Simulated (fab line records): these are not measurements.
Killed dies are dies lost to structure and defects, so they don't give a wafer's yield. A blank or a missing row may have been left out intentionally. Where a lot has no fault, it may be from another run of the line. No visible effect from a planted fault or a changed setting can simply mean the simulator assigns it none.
fab line records ; flow berkeleyCmos170
record lots=6; wafers=18; lastDay=12
route steps=331 shown ZERO@8 NWELL@14
lots with no fault: from the same line, run without faults
startH: hours from the record's first day to the start of the lot's first wafer shown ; waitH: hours since the lot's step before ; " same as the row above ; L1.1+2: a single row standing in for several wafers ; - no value, or no start was given ; * or withheld: withheld ; < > ~ a bound
route shown NAME@n: names a module that has steps shown in the file, with the first one's number in the route ; usual: mean/standard deviation of fault-free wafers ; same: alike in all rows ; chamber/n: place in a boat ; sites: per-site readings ; _std_site: the values' standard deviation ; _edge_site: mean of outer sites minus mean of inner sites ; radiusMm: how far each site lies from the wafer's centre ; mask NAME#n: copy n ; behind: the tool/chamber that last shaped the wafer ; hold: why the lot went on hold/how many hours it stayed there/how the hold came to an end ; device: transistor that didn't switch, given as n, p or np ; end of line: the same wafers' tests at the end of the route ; for a step that has no rows: nothing shown but its recipe ; killed: dies that structure and defects cost at the first sort, which is not the same as the wafer's yield ; map: dies across one wafer; x = killed, . = not, _ = none there
set.NAME: the run value of the setting; set.NAME@STEP: its run value at that earlier step ; model.NAME: the simulator's own value behind a step, which no gauge read
lots at selected steps of the route; one table per step, one row per wafer
services: when a tool's chamber went out of use (startH, in hours from the record's first day, below 0 if earlier), for how many hours, and the reason
## steps
# step UCB170_ZERO_SOFTBAKE_02
# recipe resist=KrF; tempC=130; timeS=60
# step UCB170_ZERO_EXPOSE_03
# recipe maskId=PM_MARKS; na=0.5; sigmaOuter=0.6; sourceShape=conventional; targetCdNm=4000; doseMj=30
# step UCB170_ZERO_PEB_04
# recipe pebTempC=130; pebTimeS=withheld; resist=KrF
# step UCB170_ZERO_DEVELOP_05
# recipe developer=TMAH; developTimeS=45; resist=KrF; devTempC=21
# step UCB170_ZERO_ETCH_06
# recipe chemistry=CHF3/CF4/Ar; target=SiO2; timeS=12; pressureMtorr=100; rfW=500; CHF3_flow_sccm=50; cf4FlowSccm=10; Ar_flow_sccm=120; overEtchFrac=1.58
# usual drypumpMotorCurrentA=5.7/0.47; oesProductAu=0.623/0.0074; throttleValvePct=9.31/0.13
# same timeS=12
lot.wafer;tool;chamber;startH;waitH;drypumpMotorCurrentA;oesProductAu;rfHoursCounterH;throttleValvePct
L464.2;rieDiel-03;3;27.87;-;5.8;0.624;78;9.51
L464.3;rieDiel-03;1;27.87;-;5.1;0.636;168;9.35
L464.5;rieDiel-03;2;27.87;-;5.3;0.623;-;9.38
L472.2;rieDiel-04;3;64.80;-;4.9;0.624;38;9.46
L472.5;rieDiel-04;0;64.80;-;6.2;0.618;-;9.28
L472.6;rieDiel-04;3;64.80;-;4.9;0.621;-;9.47
L473.1;rieDiel-01;3;72.47;-;5.4;0.621;7;9.24
L473.4;rieDiel-01;2;72.47;-;5.5;0.636;105;9.04
L473.6;rieDiel-01;0;72.47;-;6.1;0.620;-;9.30
L475.1;rieDiel-01;0;81.22;-;6.1;0.627;11;9.29
L475.2;rieDiel-01;2;81.22;-;5.5;0.635;106;9.05
L475.4;rieDiel-01;1;81.22;-;5.8;0.632;17;9.32
L481.2;rieDiel-01;0;113.02;-;6.1;0.623;13;9.30
L481.4;rieDiel-01;3;113.02;-;5.3;0.627;9;9.25
L481.5;rieDiel-01;2;113.02;-;5.5;0.631;-;9.05
L485.3;rieDiel-04;3;129.62;-;4.9;0.624;41;9.47
L485.4;rieDiel-04;1;129.62;-;6.1;0.632;3;9.30
L485.5;rieDiel-04;2;129.62;-;6.5;0.612;-;9.15
# step UCB170_ZERO_STRIP_07
# recipe chemistry=O2; powerW=400; pressureMtorr=3500; platenTempC=withheld; o2FlowSccm=400; overashFraction=0.5
# usual drypumpMotorCurrentA=5.9/0.37; oesProductAu=0.727/0.0047; stripTimeToEndpointS=21.47/0.077
lot.wafer;tool;chamber;startH;waitH;drypumpMotorCurrentA;oesProductAu;rfHoursCounterH;stripTimeToEndpointS
L464.2;plasmaAsher-04;0;27.89;0.0;6.4;0.729;29;21.40
L464.3;plasmaAsher-04;0;27.89;0.0;6.4;0.730;-;21.40
L464.5;plasmaAsher-04;1;27.89;0.0;5.5;0.725;-;21.49
L472.2;plasmaAsher-03;1;64.83;0.0;5.5;0.727;33;21.52
L472.5;plasmaAsher-03;0;64.83;0.0;5.8;0.727;-;21.60
L472.6;plasmaAsher-03;1;64.83;0.0;5.5;0.725;-;21.61
L473.1;plasmaAsher-02;0;72.49;0.0;6.4;0.727;35;21.49
L473.4;plasmaAsher-02;0;72.49;0.0;6.4;0.733;-;21.51
L473.6;plasmaAsher-02;1;72.49;0.0;6.1;0.727;-;21.53
L475.1;plasmaAsher-02;0;81.24;0.0;6.4;0.719;36;21.42
L475.2;plasmaAsher-02;1;81.24;0.0;6.1;0.736;36;21.40
L475.4;plasmaAsher-02;1;81.24;0.0;6.1;0.732;-;21.44
L481.2;plasmaAsher-04;1;113.07;0.0;5.5;0.727;41;21.57
L481.4;plasmaAsher-04;0;113.07;0.0;6.4;0.730;-;21.57
L481.5;plasmaAsher-04;0;113.07;0.0;6.3;0.733;-;21.48
L485.3;plasmaAsher-02;1;129.68;0.0;6.1;0.730;-;21.49
L485.4;plasmaAsher-02;0;129.68;0.0;6.4;0.723;-;21.46
L485.5;plasmaAsher-02;1;129.68;0.0;6.1;0.725;-;21.51
# step UCB170_NWELL_WET_ETCH_00
# recipe chemistry=dHF; dilution=25:1; target=SiO2; tempC=25; timeS=200
# step UCB170_NWELL_OXIDATION_01
# recipe tempC=1000; ambient=O2; targetThkA=264; oxTimeS=1260
# step UCB170_NWELL_THK_MEAS_02
# recipe reads=SiO2_of_NWELL_OXIDATION_01
# usual NWELL_OXIDE_THK=26.6/0.45
lot.wafer;tool;chamber;startH;waitH;NWELL_OXIDE_THK[nm]
L464.2;filmMetro-01;-;36.45;0.0;26.7
L464.3;filmMetro-01;-;36.45;0.0;27.1
L464.5;filmMetro-01;-;36.45;0.0;26.8
L472.2;filmMetro-02;-;67.46;0.0;25.7
L472.5;filmMetro-02;-;67.46;0.0;25.8
L472.6;filmMetro-02;-;67.46;0.0;25.9
L473.1;filmMetro-02;-;78.48;0.0;26.7
L473.4;filmMetro-02;-;78.48;0.0;26.6
L473.6;filmMetro-02;-;78.48;0.0;27.0
L475.1;filmMetro-01;-;88.93;0.0;26.5
L475.2;filmMetro-01;-;88.93;0.0;26.2
L475.4;filmMetro-01;-;88.93;0.0;26.2
L481.2;filmMetro-01;-;118.42;0.0;26.2
L481.4;filmMetro-01;-;118.42;0.0;25.6
L481.5;filmMetro-01;-;118.42;0.0;26.0
L485.3;filmMetro-03;-;132.48;0.0;27.3
L485.4;filmMetro-03;-;132.48;0.0;27.0
L485.5;filmMetro-03;-;132.48;0.0;26.8
# step UCB170_NWELL_ANNEAL_03
# recipe tempC=1000; timeS=900; ambient=N2
# step UCB170_NWELL_CVD_04
# recipe material=Si3N4; targetThkNm=224; tempC=800; precursor=SiH2Cl2/NH3; timeS=3360; pressureMtorr=200; sih2cl2FlowSccm=25; nh3FlowSccm=75
# step UCB170_NWELL_THK_MEAS_05
# recipe reads=Si3N4_of_NWELL_CVD_04
# usual NWELL_NITRIDE_THK=223.2/2.6
lot.wafer;tool;chamber;startH;waitH;NWELL_NITRIDE_THK[nm]
L464.2;filmMetro-03;-;43.97;0.0;223.4
L464.3;filmMetro-03;-;43.97;0.0;221.9
L464.5;filmMetro-03;-;43.97;0.0;225.4
L472.2;filmMetro-03;-;73.49;0.0;222.1
L472.5;filmMetro-03;-;73.49;0.0;223.7
L472.6;filmMetro-03;-;73.49;0.0;220.8
L473.1;filmMetro-03;-;84.90;0.0;220.1
L473.4;filmMetro-03;-;84.90;0.0;219.6
L473.6;filmMetro-03;-;84.90;0.0;221.3
L475.1;filmMetro-01;-;96.21;0.0;217.9
L475.2;filmMetro-01;-;96.21;0.0;219.2
L475.4;filmMetro-01;-;96.21;0.0;217.1
L481.2;filmMetro-02;-;124.10;0.0;224.5
L481.4;filmMetro-02;-;124.10;0.0;224.2
L481.5;filmMetro-02;-;124.10;0.0;224.2
L485.3;filmMetro-03;-;138.51;0.0;221.6
L485.4;filmMetro-03;-;138.51;0.0;222.4
L485.5;filmMetro-03;-;138.51;0.0;222.5
# step UCB170_NWELL_HMDS_06
# recipe primeTimeS=60; primeTempC=100
# usual chillPlateTempC=23.01/0.099; primeTempC=100.01/0.13
# same primeTimeS=60
lot.wafer;tool;chamber;startH;waitH;chillPlateTempC;primeTempC
L464.2;lithoTrack-02;0;44.36;0.4;22.90;100.11
L464.3;lithoTrack-02;0;44.36;0.4;23.03;100.09
L464.5;lithoTrack-02;0;44.36;0.4;22.93;100.06
L472.2;lithoTrack-02;0;73.75;0.2;23.24;97.00
L472.5;lithoTrack-02;0;73.75;0.2;22.95;97.02
L472.6;lithoTrack-02;0;73.75;0.2;23.01;96.86
L473.1;lithoTrack-02;0;84.96;0.1;23.18;97.36
L473.4;lithoTrack-02;0;84.96;0.1;22.95;97.28
L473.6;lithoTrack-02;0;84.96;0.1;22.93;97.18
L475.1;lithoTrack-01;0;96.44;0.2;23.08;100.09
L475.2;lithoTrack-01;0;96.44;0.2;23.20;100.09
L475.4;lithoTrack-01;0;96.44;0.2;23.04;99.90
L481.2;lithoTrack-01;0;124.44;0.3;22.93;100.02
L481.4;lithoTrack-01;0;124.44;0.3;23.01;100.01
L481.5;lithoTrack-01;0;124.44;0.3;23.07;100.04
L485.3;lithoTrack-01;0;138.60;0.1;23.09;99.84
L485.4;lithoTrack-01;0;138.60;0.1;22.79;99.80
L485.5;lithoTrack-01;0;138.60;0.1;23.00;99.83
# step UCB170_NWELL_COAT_07
# recipe resist=KrF; spinRpm=1500; resistThkNm=900
## services
tool;chamber;startH;hours;kind
rieDiel-04;1;6.63;-;clean
rieDiel-04;1;6.63;18.0;scheduledDown
rieDiel-04;1;6.63;18.0;ventCycle
rieDiel-01;3;11.26;3.8;repair
rieDiel-03;1;20.30;5.8;repair
plasmaAsher-04;-;22.73;4.0;repair
rieDiel-03;1;65.69;-;clean
rieDiel-03;1;65.69;-;consumableReplace:esc
rieDiel-03;1;65.69;31.0;scheduledDown
rieDiel-03;1;65.69;31.0;ventCycle
rieDiel-03;2;91.68;4.2;repair
rieDiel-01;0;92.20;4.6;repair
rieDiel-04;-;95.21;14.6;pm
plasmaAsher-03;-;108.81;9.0;pm
plasmaAsher-03;0;108.81;9.0;ventCycle
plasmaAsher-03;1;108.81;9.0;ventCycle
plasmaAsher-02;-;109.05;6.9;pm
plasmaAsher-03;0;117.81;-;clean
plasmaAsher-03;1;117.81;-;clean
plasmaAsher-04;-;125.17;15.6;pm
## key
firstSign step=UCB170_NWELL_HMDS_06; reading=primeTempC; direction=down; sigmas=22; usual=*; struck=*
effect none on later readings
metAt UCB170_NWELL_HMDS_06
struckWafers L472.2,L472.5,L472.6,L473.1,L473.4,L473.6
sortLeftOut L472.2,L472.5,L472.6
testerLeftOut L472,L473
onsetBetween 44.36 73.75
fault kind=processParameterDrift; tool=lithoTrack-02; chamber=-; onsetH=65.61; steps=UCB170_NWELL_HMDS_06; channel=primeTempC; offset=*; shape=step; endH=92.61; actsIn=*; stated=*
# testerLeftOut: of these lots the tester's yield and bins aren't shown, on N5 and GAA mostly nor the transistor test; their killed dies are dies lost to structure and defects alone, not to doping, threshold or leakage, so they don't give the yield
# sortLeftOut: the simulated sort isn't trusted on such a fault, so these wafers' sort isn't shown, and their yield isn't known
